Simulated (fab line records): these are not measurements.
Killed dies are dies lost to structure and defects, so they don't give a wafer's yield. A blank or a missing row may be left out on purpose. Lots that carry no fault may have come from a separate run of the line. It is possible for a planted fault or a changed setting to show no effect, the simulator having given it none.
fab line records	flow rit_cmos
record: lots: 5	wafers: 23
route steps=202 shown ACTIVE@4 FOX1@20 NWELL@29 NRETRO@55 GATE@81 REOX@101 PLDD@122 SPACER@125
start_h: start of the lot's first displayed wafer, in hours after the record's first day	wait_h: how many hours have passed since the lot's step before this one	" unchanged from the row above	L1.1+2: a row that stands for several wafers	- value missing, or start not given	* or withheld: withheld	< > ~ a bound
route shown NAME@n: names a module that has steps shown in the file, with the first one's number in the route	usual: mean/standard deviation taken from wafers without a fault	same: alike in all rows	chamber/n: place in a boat	sites: each site's reading	_std_site: the values' standard deviation	_edge_site: inner sites' mean taken away from outer sites' mean	radius_mm: for every site, how far away it sits from the centre of the wafer	mask NAME#n: copy n	behind: the last tool/chamber to shape the wafer	hold: the reason the lot was held/the length of the hold in hours/how it ended	device: which transistor (n, p or np) failed to switch	end of line: at the end of the route, the tests of the same wafers	a step with no rows: only its recipe	killed: count of dies lost to structure and defects at first sort (not the wafer's yield)	map: per-die view of a wafer (x killed, . not killed, _ where there is no die)
set.NAME: setting as actually run; set.NAME@STEP: the setting as run at that earlier step	model.NAME: the simulator's own value behind a step, which no gauge read
lots run with intentionally changed settings; tables by step, rows by wafer
== steps ==
step: RIT_ACTIVE_CVD_03
recipe: material: Si3N4	target_thk_nm: 150	temp_c: 810	precursor: SiH2Cl2/NH3	time_s: 1500	pressure_mtorr: 300	sih2cl2_flow_sccm: 60	nh3_flow_sccm: 150
lot.wafer	tool	chamber	start_h	wait_h	set.temp_c	model.Si3N4_of_ACTIVE_CVD_03.thk_nm
L075.1	lpcvd-01	0	18.17	0.1	810	149.3
L075.4	"	0	"	"	810	148.8
L075.6	"	0	"	"	810	149.2
L080.1	-	-	-	0.1	830.6	216.7
L080.2	"	-	"	"	830.6	217.1
L080.3	"	-	"	"	830.6	217.4
L080.4	"	-	"	"	830.6	218
L080.5	"	-	"	"	830.6	217.6
L083.1	-	-	-	0.1	800.4	126.9
L083.2	"	-	"	"	800.4	125.5
L083.3+4	"	-	"	"	800.4	126.5
L083.5	"	-	"	"	800.4	126.6
L084.1	-	-	-	0.1	818.5	173.3
L084.2	"	-	"	"	818.5	175
L084.3+4	"	-	"	"	818.5	173.4
L084.5	"	-	"	"	818.5	174.7
L085.1	-	-	-	0.1	820.6	180.2
L085.2	"	-	"	"	820.6	181.4
L085.3	"	-	"	"	820.6	181.1
L085.4	"	-	"	"	820.6	180.3
L085.6	"	-	"	"	820.6	181
step: RIT_ACTIVE_THK_MEAS_04
recipe: reads: Si3N4_of_ACTIVE_CVD_03
usual: ACTIVE_NITRIDE_THK: 150.7/1.5
lot.wafer	tool	chamber	start_h	wait_h	set.temp_c@ACTIVE_CVD_03	ACTIVE_NITRIDE_THK[nm]
L075.1	film_metro-04	-	19.59	0.0	810	149.4
L075.4	"	-	"	"	810	148.8
L075.6	"	-	"	"	810	149.2
L080.1	film_metro-01	-	-	-	830.6	216.7
L080.2	"	-	"	"	830.6	217.1
L080.3	"	-	"	"	830.6	217.6
L080.4	"	-	"	"	830.6	218.1
L080.5	"	-	"	"	830.6	217.8
L083.1	film_metro-04	-	-	-	800.4	126.9
L083.2	"	-	"	"	800.4	125.5
L083.3	"	-	"	"	800.4	126.4
L083.4	"	-	"	"	800.4	126.4
L083.5	"	-	"	"	800.4	126.6
L084.1	film_metro-04	-	-	-	818.5	173.2
L084.2	"	-	"	"	818.5	175.1
L084.3	"	-	"	"	818.5	173.4
L084.4	"	-	"	"	818.5	173.4
L084.5	"	-	"	"	818.5	174.6
L085.1	film_metro-04	-	-	-	820.6	180.1
L085.2	"	-	"	"	820.6	181.4
L085.3	"	-	"	"	820.6	181.0
L085.4	"	-	"	"	820.6	180.3
L085.6	"	-	"	"	820.6	181.0
step: RIT_ACTIVE_EXPOSE_08
recipe: mask_id: M1	na: 0.6	source_shape: conventional	sigma_outer: 0.6	target_cd_nm: 1400	dose_mj: 225
lot.wafer	tool	chamber	start_h	wait_h	mask	set.dose_mj
L075.1+4+6	iline_stepper-01	0	20.22	0.2	M1#0	225
L080.1+2+3+4+5	iline_stepper-02	0	44.98	0.1	M1#0	225
L083.1+2+3+4+5	iline_stepper-01	0	59.16	0.2	M1#0	225
L084.1+2+5	iline_stepper-01	0	64.04	0.1	M1#0	210.8
L084.3+4	"	0	"	"	M1#0	225
L085.1+2+6	iline_stepper-02	0	69.17	0.2	M1#0	225
L085.3+4	"	0	"	"	M1#0	238.2
step: RIT_ACTIVE_PEB_09
recipe: resist: NOVOLAK	temp_c: withheld	time_s: withheld
step: RIT_ACTIVE_DEVELOP_10
recipe: resist: NOVOLAK	develop_time_s: 50	dev_temp_c: 23
step: RIT_ACTIVE_CD_MEAS_11
recipe: target_cd_nm: 1400
usual: cd_nm: 1400.5/2.5
lot.wafer	tool	chamber	start_h	wait_h	set.dose_mj@ACTIVE_EXPOSE_08	cd_nm
L075.1	cd_sem-02	-	20.62	-	225	1398.8
L075.4	"	-	"	"	225	1402.0
L075.6	"	-	"	"	225	1403.5
L080.1	cd_sem-02	-	45.38	-	225	1397.4
L080.2	"	-	"	"	225	1399.0
L080.3	"	-	"	"	225	1396.8
L080.4	"	-	"	"	225	1398.6
L080.5	"	-	"	"	225	1399.5
L083.1	cd_sem-02	-	59.56	-	225	1401.2
L083.2	"	-	"	"	225	1400.1
L083.3	"	-	"	"	225	1402.6
L083.4	"	-	"	"	225	1402.7
L083.5	"	-	"	"	225	1402.1
L084.1	cd_sem-01	-	64.44	-	210.8	1417.1
L084.2	"	-	"	"	210.8	1420.5
L084.3	"	-	"	"	225	1399.4
L084.4	"	-	"	"	225	1397.3
L084.5	"	-	"	"	210.8	1418.0
L085.1	cd_sem-02	-	69.56	-	225	1401.1
L085.2	"	-	"	"	225	1401.9
L085.3	"	-	"	"	238.2	1384.1
L085.4	"	-	"	"	238.2	1385.1
L085.6	"	-	"	"	225	1401.8
step: RIT_ACTIVE_HARDBAKE_12
recipe: resist: NOVOLAK	temp_c: 140	time_s: 60
step: RIT_ACTIVE_ETCH_13
recipe: stop_on: SiO2	chemistry: SF6	target: Si3N4	time_s: 210	over_etch_frac: 0.4	SF6_flow_sccm: 200	pressure_mtorr: 260	rf_w: 125	target_depth_a: 2100
usual: oes_product_au: 0.825/0.015
lot.wafer	tool	chamber	start_h	wait_h	set.temp_c@ACTIVE_CVD_03	set.dose_mj@ACTIVE_EXPOSE_08	oes_product_au	model.etch.depth_nm	model.ACTIVE.feature_depth_nm	model.ACTIVE.cd_nm
L075.1	rie_diel-02	0	21.06	0.1	810	225	0.806	149.3	149.6	1399
L075.4	"	3	"	"	810	225	0.826	148.8	149.4	1401
L075.6	"	1	"	"	810	225	0.801	149.2	149.2	1403
L080.1	rie_diel-01	0	45.65	0.1	830.6	225	0.998	202.3	202.3	1398
L080.2	"	1	"	"	830.6	225	1.003	208.3	208.3	1399
L080.3	"	2	"	"	830.6	225	0.988	206.2	206.2	1397
L080.4	"	3	"	"	830.6	225	0.995	209.3	209.3	1398
L080.5	"	1	"	"	830.6	225	1.015	207.4	207.4	1400
L083.1	rie_diel-01	1	59.83	0.1	800.4	225	0.773	126.9	127.3	1401
L083.2	"	2	"	"	800.4	225	0.744	125.5	125.5	1401
L083.3	"	0	"	"	800.4	225	0.766	126.5	126.5	1403
L083.4	"	3	"	"	800.4	225	0.744	126.5	127.3	1402
L083.5	"	3	"	"	800.4	225	0.751	126.6	127.4	1402
L084.1	rie_diel-02	3	64.71	0.1	818.5	210.8	0.888	173.3	173.9	1417
L084.2	"	0	"	"	818.5	210.8	0.880	175	175.3	1420
L084.3	"	1	"	"	818.5	225	0.879	173.4	173.4	1399
L084.4	"	2	"	"	818.5	225	0.894	173.4	174.7	1397
L084.5	"	3	"	"	818.5	210.8	0.907	174.7	175.3	1418
L085.1	rie_diel-01	3	69.83	0.1	820.6	225	0.908	180.2	181	1401
L085.2	"	0	"	"	820.6	225	0.933	181.4	181.4	1402
L085.3	"	2	"	"	820.6	238.2	0.911	181.1	181.1	1384
L085.4	"	1	"	"	820.6	238.2	0.916	180.3	180.7	1385
L085.6	"	0	"	"	820.6	225	0.932	181	181	1402
step: RIT_ACTIVE_STRIP_14
recipe: chemistry: O2	time_s: 180	resist: NOVOLAK	platen_temp_c: withheld	power_w: 500	pressure_mtorr: 4000	o2_flow_sccm: 4000
step: RIT_ACTIVE_CD_MEAS_90
recipe: target_cd_nm: 1400
usual: cd_nm: 1400.5/2.6
lot.wafer	tool	chamber	start_h	wait_h	set.dose_mj@ACTIVE_EXPOSE_08	cd_nm
L075.1	cd_sem-01	-	21.37	0.1	225	1399.4
L075.4	"	-	"	"	225	1401.4
L075.6	"	-	"	"	225	1403.3
L080.1	cd_sem-01	-	45.96	0.1	225	1397.2
L080.2	"	-	"	"	225	1399.0
L080.3	"	-	"	"	225	1397.3
L080.4	"	-	"	"	225	1398.2
L080.5	"	-	"	"	225	1400.1
L083.1	cd_sem-01	-	60.14	0.1	225	1401.1
L083.2	"	-	"	"	225	1400.7
L083.3	"	-	"	"	225	1402.6
L083.4	"	-	"	"	225	1402.4
L083.5	"	-	"	"	225	1401.4
L084.1	cd_sem-01	-	65.02	0.1	210.8	1417.3
L084.2	"	-	"	"	210.8	1420.7
L084.3	"	-	"	"	225	1399.1
L084.4	"	-	"	"	225	1396.8
L084.5	"	-	"	"	210.8	1417.6
L085.1	cd_sem-01	-	70.14	0.1	225	1401.1
L085.2	"	-	"	"	225	1402.2
L085.3	"	-	"	"	238.2	1384.0
L085.4	"	-	"	"	238.2	1385.0
L085.6	"	-	"	"	225	1401.7
step: RIT_FOX1_OXIDATION_00
recipe: temp_c: 1100	ambient: H2O	target_thk_a: 3507	p_h2o_torr: 720	ox_time_s: 1130
lot.wafer	tool	chamber	start_h	wait_h	set.ox_time_s	model.Si3N4_of_ACTIVE_CVD_03.thk_nm	model.SiO2_of_FOX1_OXIDATION_00.thk_nm
L075.1	furnace-01	0	21.86	0.0	1130	141.8	351.6
L075.4	"	0	"	"	1130	141.3	362.9
L075.6	"	0	"	"	1130	141.8	354.4
L080.1	-	-	-	1.0	1243	208.8	367
L080.2	"	-	"	"	1243	209.2	361.6
L080.3	"	-	"	"	1243	209.6	364.6
L080.4	"	-	"	"	1243	210.2	362.7
L080.5	"	-	"	"	1243	209.8	370.1
L083.1	-	-	-	0.0	1044	119.8	315.7
L083.2	"	-	"	"	1044	118.4	318.3
L083.3	"	-	"	"	1044	119.3	325.4
L083.4	"	-	"	"	1044	119.3	320.9
L083.5	"	-	"	"	1044	119.4	319.3
L084.1	-	-	-	0.0	1130	165.8	344.6
L084.2	"	-	"	"	1130	167.6	343.4
L084.3	"	-	"	"	1130	165.9	345.9
L084.4	"	-	"	"	1130	166	344.1
L084.5	"	-	"	"	1130	167.2	350.8
L085.1	-	-	-	0.0	1081	172.9	345.7
L085.2	"	-	"	"	1081	174.1	341.2
L085.3	"	-	"	"	1081	173.8	334
L085.4	"	-	"	"	1081	173	339.5
L085.6	"	-	"	"	1081	173.7	344.2
step: RIT_NWELL_COAT_01
recipe: resist: NOVOLAK	spin_rpm: 2000	resist_thk_nm: 1300
lot.wafer	tool	chamber	start_h	wait_h	set.spin_rpm	model.NOVOLAK_of_NWELL_COAT_01.thk_nm
L075.1	litho_track-04	0	26.51	0.1	2000	1300
L075.4	"	0	"	"	2000	1301
L075.6	"	0	"	"	2000	1297
L080.1	litho_track-01	0	51.29	0.1	1916	1321
L080.2	"	0	"	"	2000	1295
L080.3	"	0	"	"	1916	1322
L080.4	"	0	"	"	2000	1294
L080.5	"	0	"	"	2000	1293
L083.1+3	litho_track-01	0	64.52	0.1	2000	1295
L083.2	"	0	"	"	2000	1298
L083.4	"	0	"	"	2055	1280
L083.5	"	0	"	"	2055	1281
L084.1	litho_track-04	0	69.43	0.1	2000	1299
L084.2	"	0	"	"	2084	1270
L084.3	"	0	"	"	2000	1300
L084.4	"	0	"	"	2084	1271
L084.5	"	0	"	"	2000	1301
L085.1	litho_track-03	0	74.64	0.1	1880	1343
L085.2	"	0	"	"	2000	1299
L085.3	"	0	"	"	2000	1302
L085.4	"	0	"	"	1880	1339
L085.6	"	0	"	"	2000	1301
step: RIT_NWELL_DEVELOP_05
recipe: resist: NOVOLAK	develop_time_s: 68	dev_temp_c: 23
lot.wafer	tool	chamber	start_h	wait_h	set.develop_time_s
L075.1+4+6	litho_track-04	0	-	-	68
L080.1+2+3+4+5	litho_track-03	0	-	-	68
L083.1+2+4	litho_track-04	0	-	-	68
L083.3+5	"	0	"	"	58.22
L084.1+3+4	litho_track-01	0	-	-	68
L084.2+5	"	0	"	"	63.72
L085.1+2+3	litho_track-01	0	-	-	74.04
L085.4+6	"	0	"	"	68
step: RIT_NWELL_HARDBAKE_07
recipe: resist: NOVOLAK	temp_c: 140	time_s: 120
lot.wafer	tool	chamber	start_h	wait_h	set.spin_rpm@NWELL_COAT_01	model.NOVOLAK_of_NWELL_COAT_01.thk_nm
L075.1	litho_track-04	0	27.40	0.0	2000	1137
L075.4	"	0	"	"	2000	1138
L075.6	"	0	"	"	2000	1135
L080.1+3	litho_track-01	0	52.18	0.0	1916	1155
L080.2	"	0	"	"	2000	1133
L080.4+5	"	0	"	"	2000	1131
L083.1	litho_track-03	0	65.29	0.0	2000	1132
L083.2	"	0	"	"	2000	1136
L083.3	"	0	"	"	2000	1133
L083.4	"	0	"	"	2055	1120
L083.5	"	0	"	"	2055	1121
L084.1	litho_track-03	0	70.19	0.0	2000	1136
L084.2	"	0	"	"	2084	1111
L084.3+5	"	0	"	"	2000	1137
L084.4	"	0	"	"	2084	1112
L085.1	litho_track-04	0	75.53	0.0	1880	1174
L085.2	"	0	"	"	2000	1136
L085.3+6	"	0	"	"	2000	1138
L085.4	"	0	"	"	1880	1171
step: RIT_NRETRO_SOFTBAKE_02
recipe: resist: NOVOLAK	temp_c: 90	time_s: 60
lot.wafer	tool	chamber	start_h	wait_h	set.temp_c
L075.1+4+6	litho_track-02	0	35.44	0.1	90
L080.1+5	litho_track-03	0	60.11	0.1	87.29
L080.2+3+4	"	0	"	"	90
L083.1+2+3+4+5	litho_track-03	0	73.10	0.1	90
L084.1+2+3	litho_track-02	0	78.00	0.1	90
L084.4+5	"	0	"	"	87.17
L085.1+4+6	litho_track-01	0	84.10	0.1	90
L085.2+3	"	0	"	"	87.92
step: RIT_NRETRO_EXPOSE_03
recipe: mask_id: M4	na: 0.57	target_cd_nm: 43900	dose_mj: 250
step: RIT_NRETRO_PEB_04
recipe: resist: NOVOLAK	temp_c: withheld	time_s: withheld
step: RIT_NRETRO_DEVELOP_05
recipe: resist: NOVOLAK	develop_time_s: 68	dev_temp_c: 23
lot.wafer	tool	chamber	start_h	wait_h	set.temp_c@NRETRO_SOFTBAKE_02	model.NOVOLAK_of_NRETRO_COAT_01.thk_nm
L075.1	litho_track-03	0	-	-	90	1303
L075.4	"	0	"	"	90	1304
L075.6	"	0	"	"	90	1300
L080.1	litho_track-02	0	-	-	87.29	1301
L080.2	"	0	"	"	90	1297
L080.3	"	0	"	"	90	1296
L080.4	"	0	"	"	90	1300
L080.5	"	0	"	"	87.29	1305
L083.1	litho_track-01	0	-	-	90	1299
L083.2+4	"	0	"	"	90	1300
L083.3	"	0	"	"	90	1297
L083.5	"	0	"	"	90	1296
L084.1+3	litho_track-03	0	-	-	90	1296
L084.2	"	0	"	"	90	1298
L084.4+5	"	0	"	"	87.17	1309
L085.1	litho_track-02	0	-	-	90	1297
L085.2	"	0	"	"	87.92	1302
L085.3	"	0	"	"	87.92	1304
L085.4	"	0	"	"	90	1300
L085.6	"	0	"	"	90	1298
step: RIT_GATE_OXIDATION_05
recipe: temp_c: 900	ambient: O2	target_thk_a: 30	ox_time_s: 270
lot.wafer	tool	chamber	start_h	wait_h	set.temp_c	model.SiO2_of_GATE_OXIDATION_05.thk_nm
L075.1	furnace-03	0	39.99	1.1	900	3.035
L075.4	"	0	"	"	900	3.016
L075.6	"	0	"	"	900	3.009
L080.1	-	-	-	0.1	878	2.261
L080.2	"	-	"	"	878	2.268
L080.3	"	-	"	"	878	2.276
L080.4	"	-	"	"	878	2.301
L080.5	"	-	"	"	878	2.263
L083.1	-	-	-	0.1	874	2.068
L083.2	"	-	"	"	874	2.152
L083.3	"	-	"	"	874	2.121
L083.4	"	-	"	"	874	2.171
L083.5	"	-	"	"	874	2.125
L084.1	-	-	-	0.1	912.9	3.388
L084.2	"	-	"	"	912.9	3.393
L084.3	"	-	"	"	912.9	3.372
L084.4	"	-	"	"	912.9	3.41
L084.5	"	-	"	"	912.9	3.435
L085.1	-	-	-	1.0	877	2.249
L085.2	"	-	"	"	877	2.271
L085.3	"	-	"	"	877	2.24
L085.4	"	-	"	"	877	2.233
L085.6	"	-	"	"	877	2.202
step: RIT_GATE_ANNEAL_06
recipe: temp_c: 900	time_s: 600	ambient: N2O
step: RIT_GATE_THK_MEAS_07
recipe: reads: SiO2_of_GATE_OXIDATION_05
usual: GATE_OXIDE_THK: 3.02/0.079
lot.wafer	tool	chamber	start_h	wait_h	set.temp_c@GATE_OXIDATION_05	GATE_OXIDE_THK[nm]
L075.1	film_metro-02	-	42.69	0.0	900	2.98
L075.4	"	-	"	"	900	3.04
L075.6	"	-	"	"	900	3.04
L080.1	film_metro-03	-	65.07	0.0	878	2.26
L080.2	"	-	"	"	878	2.28
L080.3	"	-	"	"	878	2.29
L080.4	"	-	"	"	878	2.31
L080.5	"	-	"	"	878	2.32
L083.1	film_metro-03	-	77.90	0.0	874	2.09
L083.2	"	-	"	"	874	2.16
L083.3	"	-	"	"	874	2.15
L083.4	"	-	"	"	874	2.22
L083.5	"	-	"	"	874	2.14
L084.1	film_metro-02	-	82.85	0.0	912.9	3.31
L084.2	"	-	"	"	912.9	3.35
L084.3	"	-	"	"	912.9	3.35
L084.4	"	-	"	"	912.9	3.42
L084.5	"	-	"	"	912.9	3.43
L085.1	film_metro-02	-	89.78	0.0	877	2.20
L085.2	"	-	"	"	877	2.25
L085.3	"	-	"	"	877	2.22
L085.4	"	-	"	"	877	2.27
L085.6	"	-	"	"	877	2.22
step: RIT_REOX_OXIDATION_03
recipe: temp_c: 900	ambient: O2	target_thk_a: 252	ox_time_s: 5580
lot.wafer	tool	chamber	start_h	wait_h	set.temp_c	model.SiO2_of_REOX_OXIDATION_03.thk_nm	model.poly-Si_of_GATE_CVD_08.thk_nm
L075.1	furnace-02	0	47.05	0.7	900	24.92	230.3
L075.4	"	0	"	"	900	24.93	231.6
L075.6	"	0	"	"	900	24.87	233.2
L080.1	-	-	-	0.0	921.7	32.16	227.7
L080.2	"	-	"	"	921.7	31.82	228.1
L080.3	"	-	"	"	921.7	32.04	229.5
L080.4	"	-	"	"	921.7	31.85	225.6
L080.5	"	-	"	"	921.7	32.01	228.3
L083.1	-	-	-	0.1	883.2	21.41	232.9
L083.2	"	-	"	"	883.2	20.85	231.6
L083.3	"	-	"	"	883.2	20.62	231.3
L083.4	"	-	"	"	883.2	21.09	232.2
L083.5	"	-	"	"	883.2	20.8	232.4
L084.1	-	-	-	0.0	878.1	19.65	234
L084.2	"	-	"	"	878.1	19.36	234.4
L084.3	"	-	"	"	878.1	19.5	233.4
L084.4	"	-	"	"	878.1	19.62	233.3
L084.5	"	-	"	"	878.1	19.32	232.7
L085.1	-	-	-	0.2	921.7	30.17	229.8
L085.2	"	-	"	"	921.7	30.34	230.3
L085.3	"	-	"	"	921.7	30.44	229.1
L085.4	"	-	"	"	921.7	30.53	230.5
L085.6	"	-	"	"	921.7	30.17	229.3
step: RIT_REOX_THK_MEAS_04
recipe: reads: SiO2_of_REOX_OXIDATION_03
usual: REOX_OXIDE_THK: 24.9/0.47
lot.wafer	tool	chamber	start_h	wait_h	set.temp_c@REOX_OXIDATION_03	REOX_OXIDE_THK[nm]
L075.1	film_metro-04	-	49.60	0.0	900	24.9
L075.4	"	-	"	"	900	25.0
L075.6	"	-	"	"	900	24.8
L080.1	film_metro-04	-	-	-	921.7	32.1
L080.2	"	-	"	"	921.7	31.8
L080.3	"	-	"	"	921.7	32.0
L080.4	"	-	"	"	921.7	31.8
L080.5	"	-	"	"	921.7	32.0
L083.1	film_metro-01	-	-	-	883.2	21.5
L083.2	"	-	"	"	883.2	20.8
L083.3	"	-	"	"	883.2	20.6
L083.4	"	-	"	"	883.2	21.1
L083.5	"	-	"	"	883.2	20.8
L084.1	film_metro-03	-	-	-	878.1	19.7
L084.2	"	-	"	"	878.1	19.3
L084.3	"	-	"	"	878.1	19.5
L084.4	"	-	"	"	878.1	19.6
L084.5	"	-	"	"	878.1	19.3
L085.1	film_metro-01	-	-	-	921.7	30.2
L085.2	"	-	"	"	921.7	30.4
L085.3	"	-	"	"	921.7	30.4
L085.4	"	-	"	"	921.7	30.5
L085.6	"	-	"	"	921.7	30.2
step: RIT_PLDD_IMPLANT_08
recipe: species: BF2	energy_kev: 20	dose_cm2: 9e+14	tilt_deg: 7
lot.wafer	tool	chamber	start_h	wait_h	set.tilt_deg
L075.1+4+6	implanter-02	0	52.37	0.1	7
L080.1+4+5	implanter-03	0	74.16	0.1	7
L080.2+3	"	0	"	"	6.513
L083.1+2	implanter-04	0	87.49	0.1	8.024
L083.3+4+5	"	0	"	"	7
L084.1+4+5	implanter-03	0	92.43	0.1	6.565
L084.2+3	"	0	"	"	7
L085.1+2+4	implanter-03	0	98.71	0.1	6.685
L085.3+6	"	0	"	"	7
step: RIT_PLDD_STRIP_09
recipe: chemistry: O2	time_s: 180	resist: NOVOLAK	platen_temp_c: withheld	power_w: 500	pressure_mtorr: 4000	o2_flow_sccm: 4000
step: RIT_SPACER_CLEAN_00
recipe: chemistry: SC1	mix: 3:3:50	time_s: 600	temp_c: 75
lot.wafer	tool	chamber	start_h	wait_h	set.temp_c@REOX_OXIDATION_03	model.SiO2_of_REOX_OXIDATION_03.thk_nm
L075.1	wet_bench-04	1	52.76	0.1	900	23.01
L075.4	"	1	"	"	900	23.03
L075.6	"	1	"	"	900	22.96
L080.1	wet_bench-02	2	74.55	0.1	921.7	29.75
L080.2	"	2	"	"	921.7	29.43
L080.3	"	2	"	"	921.7	29.65
L080.4	"	2	"	"	921.7	29.46
L080.5	"	2	"	"	921.7	29.62
L083.1	wet_bench-04	2	87.87	0.1	883.2	19.78
L083.2	"	2	"	"	883.2	19.26
L083.3	"	2	"	"	883.2	19.04
L083.4	"	2	"	"	883.2	19.48
L083.5	"	2	"	"	883.2	19.22
L084.1	wet_bench-02	2	92.82	0.1	878.1	18.13
L084.2	"	2	"	"	878.1	17.87
L084.3	"	2	"	"	878.1	18
L084.4	"	2	"	"	878.1	18.12
L084.5	"	2	"	"	878.1	17.84
L085.1	wet_bench-04	2	99.10	0.1	921.7	27.77
L085.2	"	2	"	"	921.7	27.96
L085.3	"	2	"	"	921.7	28.04
L085.4	"	2	"	"	921.7	28.12
L085.6	"	2	"	"	921.7	27.79
== key ==
split: step: RIT_ACTIVE_CVD_03	setting: temp_c	stated: 810	by: lot
response: step: RIT_ACTIVE_CVD_03	reading: model.Si3N4_of_ACTIVE_CVD_03.thk_nm	change: +24.2	per: 1%	r: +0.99
response: step: RIT_ACTIVE_THK_MEAS_04	reading: ACTIVE_NITRIDE_THK	change: +24.2	per: 1%	r: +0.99
response: step: RIT_ACTIVE_ETCH_13	reading: oes_product_au	change: +0.0665	per: 1%	r: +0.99
response: step: RIT_ACTIVE_ETCH_13	reading: model.etch.depth_nm	change: +21.7	per: 1%	r: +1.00
response: step: RIT_ACTIVE_ETCH_13	reading: model.ACTIVE.feature_depth_nm	change: +21.7	per: 1%	r: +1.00
split: step: RIT_ACTIVE_EXPOSE_08	setting: dose_mj	stated: 225	by: wafer
response: step: RIT_ACTIVE_CD_MEAS_11	reading: cd_nm	change: -3.06	per: 1%	r: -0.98
response: step: RIT_ACTIVE_ETCH_13	reading: model.ACTIVE.cd_nm	change: -3.06	per: 1%	r: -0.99
response: step: RIT_ACTIVE_CD_MEAS_90	reading: cd_nm	change: -3.1	per: 1%	r: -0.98
split: step: RIT_FOX1_OXIDATION_00	setting: ox_time_s	stated: 1130	by: lot
response: step: RIT_FOX1_OXIDATION_00	reading: model.Si3N4_of_ACTIVE_CVD_03.thk_nm	change: +4.29	per: 1%	r: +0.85
response: step: RIT_FOX1_OXIDATION_00	reading: model.SiO2_of_FOX1_OXIDATION_00.thk_nm	change: +2.33	per: 1%	r: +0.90
split: step: RIT_NWELL_COAT_01	setting: spin_rpm	stated: 2000	by: wafer
response: step: RIT_NWELL_COAT_01	reading: model.NOVOLAK_of_NWELL_COAT_01.thk_nm	change: -6.64	per: 1%	r: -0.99
response: step: RIT_NWELL_HARDBAKE_07	reading: model.NOVOLAK_of_NWELL_COAT_01.thk_nm	change: -5.72	per: 1%	r: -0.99
split: step: RIT_NWELL_DEVELOP_05	setting: develop_time_s	stated: 68	by: wafer
response none clear
split: step: RIT_NRETRO_SOFTBAKE_02	setting: temp_c	stated: 90	by: wafer
response: step: RIT_NRETRO_DEVELOP_05	reading: model.NOVOLAK_of_NRETRO_COAT_01.thk_nm	change: -2.78	per: 1%	r: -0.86
split: step: RIT_GATE_OXIDATION_05	setting: temp_c	stated: 900	by: lot
response: step: RIT_GATE_OXIDATION_05	reading: model.SiO2_of_GATE_OXIDATION_05.thk_nm	change: +0.295	per: 1%	r: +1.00
response: step: RIT_GATE_THK_MEAS_07	reading: GATE_OXIDE_THK	change: +0.285	per: 1%	r: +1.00
split: step: RIT_REOX_OXIDATION_03	setting: temp_c	stated: 900	by: lot
response: step: RIT_REOX_OXIDATION_03	reading: model.SiO2_of_REOX_OXIDATION_03.thk_nm	change: +2.4	per: 1%	r: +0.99
response: step: RIT_REOX_OXIDATION_03	reading: model.poly-Si_of_GATE_CVD_08.thk_nm	change: -0.892	per: 1%	r: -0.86
response: step: RIT_REOX_THK_MEAS_04	reading: REOX_OXIDE_THK	change: +2.4	per: 1%	r: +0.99
response: step: RIT_SPACER_CLEAN_00	reading: model.SiO2_of_REOX_OXIDATION_03.thk_nm	change: +2.21	per: 1%	r: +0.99
split: step: RIT_PLDD_IMPLANT_08	setting: tilt_deg	stated: 7	by: wafer
response none clear
